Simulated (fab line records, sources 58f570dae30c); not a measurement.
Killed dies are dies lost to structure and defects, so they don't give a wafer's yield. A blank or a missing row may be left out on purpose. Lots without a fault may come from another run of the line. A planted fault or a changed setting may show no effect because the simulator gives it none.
fab line records | flow berkeley_cmos170
record lots=5 wafers=15 last_day=13
route steps=331 shown SDANNEAL@205 SILICIDE@210 CONTACT@216 M1@238 M3@331
lots that met no fault: from a run of the same line without faults
start_h: hours from the record's first day to the start of the lot's first wafer shown | wait_h: hours since the lot's step before | " the same as in the row above | L1.1+2: a row that stands for several wafers | - no value, or no start given | * or withheld: withheld | < > ~ a bound
route shown NAME@n: a module of which the file shows steps, and the number in the route of the first | usual: mean/standard deviation of fault-free wafers | same: alike in all rows | chamber/n: place in a boat | sites: the reading at each site | _std_site: their standard deviation | _edge_site: outer sites' mean less inner sites' | radius_mm: how far each site lies from the wafer's centre | mask NAME#n: copy n | behind: the tool/chamber that last shaped the wafer | hold: why the lot was held/for how many hours/how that ended | device: the transistor (n, p or np) that didn't switch | end of line: the same wafers' tests at the end of the route | a step without rows: its recipe alone | killed: dies lost to structure and defects at the first sort, not the wafer's yield | map: a wafer's dies, x killed, . not, _ none there
set.NAME: the setting as run; set.NAME@STEP: as run at that earlier step | model.NAME: the simulator's own value behind a step, which no gauge read
lots at some steps of the route; a table a step, a row a wafer
services: from which hour (start_h, from the record's first day; less than 0 if before it) a tool's chamber was out of use, for how many hours, and why
## steps
# step UCB170_SDANNEAL_RTA_01
# recipe temp_c=1050 time_s=5 ambient=N2
# step UCB170_SILICIDE_PRE_CLEAN_00
# recipe gas=Ar preclean_etch_time_s=60
# step UCB170_SILICIDE_SPUTTER_01
# recipe material=Ti target_thk_nm=30 time_s=25 power_w=1500 chamber_pressure_pa=0.5
# step UCB170_SILICIDE_RTA_04
# recipe temp_c=650 time_s=15 ambient=N2
# step UCB170_SILICIDE_WET_ETCH_05
# recipe chemistry=SPM time_s=45 temp_c=120 target=Ti
# step UCB170_CONTACT_CLEAN_00
# recipe chemistry=SPM temp_c=120 time_s=600
# step UCB170_CONTACT_CVD_01
# recipe material=PSG target_thk_nm=700 temp_c=450 precursor=SiH4/O2/PH3 time_s=2820 pressure_mtorr=300 sih4_flow_sccm=60 o2_flow_sccm=90 ph3_flow_sccm=25
# columns lot.wafer tool chamber start_h wait_h model.PSG_of_CONTACT_CVD_01.thk_nm
L706.4 lpcvd-02 1 177.47 0.6 709.1
L706.5 " 1 " " 700.6
L706.6 " 1 " " 703.1
L718.3 lpcvd-02 0 273.07 0.0 620
L718.4 " 0 " " 618.3
L718.6 " 0 " " 616.5
L719.2 lpcvd-01 1 273.66 0.3 696.2
L719.3 " 1 " " 701.5
L719.5 " 1 " " 703
L721.4 lpcvd-02 0 278.71 0.0 611.9
L721.5 " 0 " " 610.1
L721.6 " 0 " " 602.5
L722.2 lpcvd-02 1 280.50 1.0 605
L722.3 " 1 " " 607.3
L722.4 " 1 " " 602.1
# step UCB170_CONTACT_THK_MEAS_02
# recipe reads=PSG_of_CONTACT_CVD_01
# usual CONTACT_PSG_THK=700/8.2
# columns lot.wafer tool chamber start_h wait_h CONTACT_PSG_THK[nm]
L706.4 film_metro-04 - 179.28 0.0 709
L706.5 " - " " 701
L706.6 " - " " 703
L718.3 film_metro-03 - 274.87 0.1 620
L718.4 " - " " 618
L718.6 " - " " 617
L719.2 film_metro-04 - 276.34 0.0 696
L719.3 " - " " 702
L719.5 " - " " 703
L721.4 film_metro-04 - 280.53 0.1 612
L721.5 " - " " 610
L721.6 " - " " 602
L722.2 film_metro-03 - 282.29 0.1 605
L722.3 " - " " 607
L722.4 " - " " 602
# step UCB170_CONTACT_HMDS_03
# recipe prime_time_s=60 prime_temp_c=100
# step UCB170_CONTACT_COAT_04
# recipe resist=KrF spin_rpm=1500 resist_thk_nm=900
# step UCB170_CONTACT_SOFTBAKE_05
# recipe resist=KrF temp_c=130 time_s=60
# step UCB170_CONTACT_STRIP_06
# recipe chemistry=O2 power_w=400 pressure_mtorr=3500 platen_temp_c=withheld o2_flow_sccm=400 overash_fraction=0.5
# step UCB170_CONTACT_CLEAN_07
# recipe chemistry=SPM temp_c=120 time_s=600
# step UCB170_CONTACT_RTA_08
# recipe temp_c=900 time_s=10 ambient=N2
# step UCB170_CONTACT_COAT_09
# recipe resist=BARC temp_c=withheld time_s=withheld spin_rpm=3000 resist_thk_nm=withheld
# step UCB170_CONTACT_COAT_10
# recipe resist=KrF spin_rpm=1500 resist_thk_nm=900
# step UCB170_CONTACT_SOFTBAKE_11
# recipe resist=KrF temp_c=130 time_s=60
# step UCB170_CONTACT_EXPOSE_12
# recipe mask_id=CONT target_cd_nm=700 na=0.5 sigma_outer=0.6 source_shape=conventional dose_mj=35
# step UCB170_CONTACT_PEB_13
# recipe peb_temp_c=130 peb_time_s=withheld resist=KrF
# step UCB170_CONTACT_DEVELOP_14
# recipe developer=TMAH develop_time_s=45 resist=KrF dev_temp_c=21
# step UCB170_CONTACT_ETCH_17
# recipe chemistry=N2/H2 target_depth_a=withheld overetch_a=withheld target=BARC time_s=withheld source_w=500 bias_w=100 pressure_mtorr=30 n2_flow_sccm=100 h2_flow_sccm=200
# step UCB170_CONTACT_ETCH_18
# recipe chemistry=CHF3/CF4/Ar target=PSG stop_on=TiSi2 CHF3_flow_sccm=45 cf4_flow_sccm=15 Ar_flow_sccm=150 pressure_mtorr=200 rf_w=700 target_depth_a=8400 over_etch_frac=0.2 time_s=195
# usual drypump_motor_current_A=5.4/0.38 mfc_ar_sccm=150.0/0.45 oes_product_au=0.896/0.013 rf_fwd_power_W=697.6/2 throttle_valve_pct=6.96/0.097
# columns lot.wafer tool chamber start_h wait_h drypump_motor_current_A mfc_ar_sccm oes_product_au rf_fwd_power_W rf_hours_counter_h throttle_valve_pct model.CONTACT.feature_depth_nm model.etch.depth_nm
L706.4 rie_diel-03 1 - - 6.0 150.0 0.908 694.4 1 6.91 709.1 709.1
L706.5 " 2 " " 5.1 149.8 0.903 697.0 - 7.13 700.6 700.6
L706.6 " 3 " " 5.0 149.7 0.899 699.5 - 6.95 703.1 703.1
L718.3 rie_diel-03 0 - - 6.1 149.4 0.832 698.8 50 6.93 620 620
L718.4 " 1 " " 6.0 150.7 0.828 697.9 5 6.88 618.3 618.3
L718.6 " 3 " " 5.0 149.6 0.841 697.6 - 6.96 616.5 616.5
L719.2 rie_diel-02 1 - - 5.4 150.6 0.907 701.0 97 6.84 696.2 696.2
L719.3 " 2 " " 4.9 150.4 0.879 694.1 75 6.99 701.5 701.5
L719.5 " 1 " " 5.4 150.1 0.914 699.5 - 6.84 703 703
L721.4 rie_diel-02 0 - - 5.2 149.3 0.833 697.3 95 6.89 611.9 611.9
L721.5 " 0 " " 5.2 149.8 0.832 696.5 - 6.87 610.1 610.1
L721.6 " 1 " " 5.4 149.6 0.842 700.7 - 6.84 602.5 602.5
L722.2 rie_diel-02 2 - - 4.9 149.9 0.808 693.6 75 7.01 605 605
L722.3 " 3 " " 5.3 150.3 0.807 692.3 82 7.15 607.3 607.3
L722.4 " 0 " " 5.2 150.1 0.822 698.4 95 6.87 602.1 602.1
# step UCB170_CONTACT_STRIP_19
# recipe chemistry=O2 power_w=400 pressure_mtorr=3500 platen_temp_c=withheld o2_flow_sccm=400 overash_fraction=0.5
# step UCB170_CONTACT_CLEAN_20
# recipe chemistry=SPM temp_c=120 time_s=600
# step UCB170_M1_SPUTTER_00
# recipe material=Al target_thk_nm=600 time_s=80 power_w=6000 chamber_pressure_pa=0.5
# step UCB170_M1_COAT_03
# recipe resist=BARC temp_c=withheld time_s=withheld spin_rpm=3000 resist_thk_nm=withheld
# step UCB170_M1_COAT_04
# recipe resist=KrF spin_rpm=1500 resist_thk_nm=900
# step UCB170_M1_SOFTBAKE_05
# recipe resist=KrF temp_c=130 time_s=60
# step UCB170_M1_EXPOSE_06
# recipe mask_id=METAL1 target_cd_nm=700 na=0.5 sigma_outer=0.6 source_shape=conventional dose_mj=21
# step UCB170_M1_PEB_07
# recipe peb_temp_c=130 peb_time_s=withheld resist=KrF
# step UCB170_M1_DEVELOP_08
# recipe developer=TMAH develop_time_s=45 resist=KrF dev_temp_c=21
# step UCB170_M1_METAL_ETCH_12
# recipe chemistry=Cl2/BCl3 target=Al stop_on=PSG pressure_mtorr=12 target_depth_a=7800 over_etch_frac=0.3 time_s=130 icp_w=600 bias_w=120 Cl2_flow_sccm=90 bcl3_flow_sccm=45
# usual drypump_motor_current_A=5.7/0.52 oes_product_au=0.852/0.015 rf_fwd_power_W=597.2/1.7 throttle_valve_pct=24.48/0.19
# columns lot.wafer tool chamber start_h wait_h drypump_motor_current_A oes_product_au rf_fwd_power_W rf_hours_counter_h throttle_valve_pct model.PSG_of_CONTACT_CVD_01.thk_nm
L706.4 rie_metal-02 0 183.45 - 4.7 0.841 594.6 - 24.70 670.6
L706.5 " 0 " " 4.7 0.835 595.9 - 24.71 661.8
L706.6 " 1 " " 6.0 0.855 595.8 - 24.48 665.4
L718.3 rie_metal-02 1 280.06 - 6.0 0.848 595.3 - 24.47 582.6
L718.4 " 0 " " 4.7 0.832 597.6 - 24.72 579.7
L718.6 " 0 " " 4.7 0.826 595.0 - 24.73 578
L719.2 rie_metal-03 1 280.95 - 6.1 0.863 597.9 11.0 24.77 659.7
L719.3 " 0 " " 6.0 0.854 599.3 - 24.27 663
L719.5 " 1 " " 6.2 0.858 595.7 - 24.79 666.5
L721.4 rie_metal-02 1 288.19 - 6.0 0.844 597.5 - 24.47 574
L721.5 " 1 " " 6.0 0.846 598.4 - 24.48 572.3
L721.6 " 0 " " 4.7 0.829 594.8 - 24.71 563.9
L722.2 rie_metal-01 1 289.10 - 5.5 0.833 596.4 3.6 24.34 566.1
L722.3 " 0 " " 5.5 0.876 597.0 - 24.34 570.1
L722.4 " 1 " " 5.5 0.841 598.5 - 24.34 563.2
# step UCB170_M3_PROBE_99
# columns lot.wafer tool chamber start_h wait_h model.etest.field_p_metal.vt_v model.etest.field_n_metal.vt_v model.etest.antenna_contact.vt_shift_v
L706.4 prober-02 - 195.33 0.2 -59.41 52.66 -0.01222
L706.5 prober-02 - 195.38 0.2 -58.98 52.34 -0.006342
L706.6 prober-02 - 195.43 0.2 -58.68 51.95 -0.005856
L718.3 prober-02 - 294.19 0.2 -54.36 47.77 -0.01405
L718.4 prober-02 - 294.24 0.2 -55.22 48.47 -0.01629
L718.6 prober-02 - 294.34 0.2 -55.56 48.68 -0.00851
L719.2 prober-02 - 296.43 0.1 -57.17 50.66 -0.01169
L719.3 prober-02 - 296.48 0.2 -59.4 52.63 -0.01183
L719.5 prober-02 - 296.58 0.2 -58.54 51.81 -0.01007
L721.4 prober-01 - 300.84 0.2 -54.52 47.85 -0.01693
L721.6 prober-01 - 300.94 0.2 -54.62 47.85 -0.01491
L722.2 prober-01 - 302.75 0.1 -52.63 46.37 -0.01442
L722.3 prober-01 - 302.80 0.2 -54.71 48.3 -0.01364
L722.4 prober-01 - 302.85 0.2 -53.45 47.22 -0.01292
# killed by level:class
L706.4 SPACER:geometric_particle:open=2
L706.5 SACOX:geometric_particle:short=1 GATE:geometric_particle:open=1 V2:geometric_particle:open=1
L706.6 ACTIVE:geometric_particle:short=1 GATE:geometric_particle:open=1 GATE:geometric_particle:short=1 SPACER:geometric_particle:short=1 V2:geometric_particle:short=1
L718.3 WELLDRIVE:geometric_particle:open=1 SACOX:geometric_particle:short=1 SILICIDE:geometric_particle:short=1
L718.4 WELLDRIVE:geometric_particle:open=1 SACOX:geometric_particle:short=1 GATE:geometric_particle:short=1 M1:geometric_particle:short=1
L718.6 GATE:geometric_particle:short=2 ZERO:geometric_particle:open=1 V2:geometric_particle:open=1
L719.2 GATE:geometric_particle:short=1
L719.3 GATE:geometric_particle:short=1 GATE:geometric_particle:open=1 M3:geometric_particle:short=1
L719.5 GATE:geometric_particle:short=1 GATE:geometric_particle:open=1 SILICIDE:geometric_particle:short=1
L722.2 SPACER:geometric_particle:open=1 CONTACT:geometric_particle:open=1 PWELL:area_etch=1
L722.3 START:geometric_particle:open=1 SPACER:geometric_particle:short=1 M2:geometric_particle:short=1 V2:geometric_particle:open=1
L722.4 NWELL:geometric_particle:short=1 GATE:geometric_particle:short=1 SPACER:geometric_particle:open=1 M3:geometric_particle:short=1
## services
# columns tool chamber start_h hours kind
rie_diel-02 2 159.26 2.9 repair
rie_diel-03 0 187.79 5.3 repair
rie_metal-01 1 191.73 6.3 repair
rie_diel-02 - 206.82 14.6 pm
rie_metal-03 1 222.14 3.7 repair
rie_diel-03 3 225.83 2.9 repair
rie_metal-02 - 240.21 2.8 pm
rie_metal-01 1 247.48 28.9 repair
rie_diel-03 3 250.24 4.5 repair
lpcvd-02 - 256.93 0.7 repair
rie_diel-02 - 269.25 1.1 repair
lpcvd-01 - 270.33 0.7 repair
rie_diel-02 - 275.05 2.8 pm
rie_metal-02 1 282.54 5.0 repair
## key
first_sign step=UCB170_CONTACT_THK_MEAS_02 reading=CONTACT_PSG_THK direction=down sigmas=11 usual=700 struck=610
effect step=UCB170_CONTACT_ETCH_18 reading=oes_product_au direction=down sigmas=5.4 usual=0.896 struck=0.827
model_effect step=UCB170_CONTACT_CVD_01 value=PSG_of_CONTACT_CVD_01.thk_nm without=704.7 struck=610.4
model_effect step=UCB170_CONTACT_ETCH_18 value=CONTACT.feature_depth_nm without=704.7 struck=610.4
model_effect step=UCB170_M1_METAL_ETCH_12 value=PSG_of_CONTACT_CVD_01.thk_nm without=666.5 struck=572.2
model_effect step=UCB170_M3_PROBE_99 value=etest.field_p_metal.vt_v without=-59.88 struck=-54.38
met_at UCB170_CONTACT_CVD_01
struck_wafers L718.3,L718.4,L718.6,L721.4,L721.5,L721.6,L722.2,L722.3,L722.4
sort_left_out L721.4,L721.5,L721.6
tester_left_out L718,L721,L722
onset_between 177.47 273.07
fault kind=process_parameter_drift tool=lpcvd-02 chamber=- onset_h=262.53 steps=UCB170_CONTACT_CVD_01 channel=time_s offset=* shape=step end_h=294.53 acts_in=* stated=*
# tester_left_out: of these lots the tester's yield and bins aren't shown, on N5 and GAA mostly nor the transistor test; their killed dies are dies lost to structure and defects alone, not to doping, threshold or leakage, so they don't give the yield
# sort_left_out: the simulated sort isn't trusted on such a fault, so these wafers' sort isn't shown, and their yield isn't known
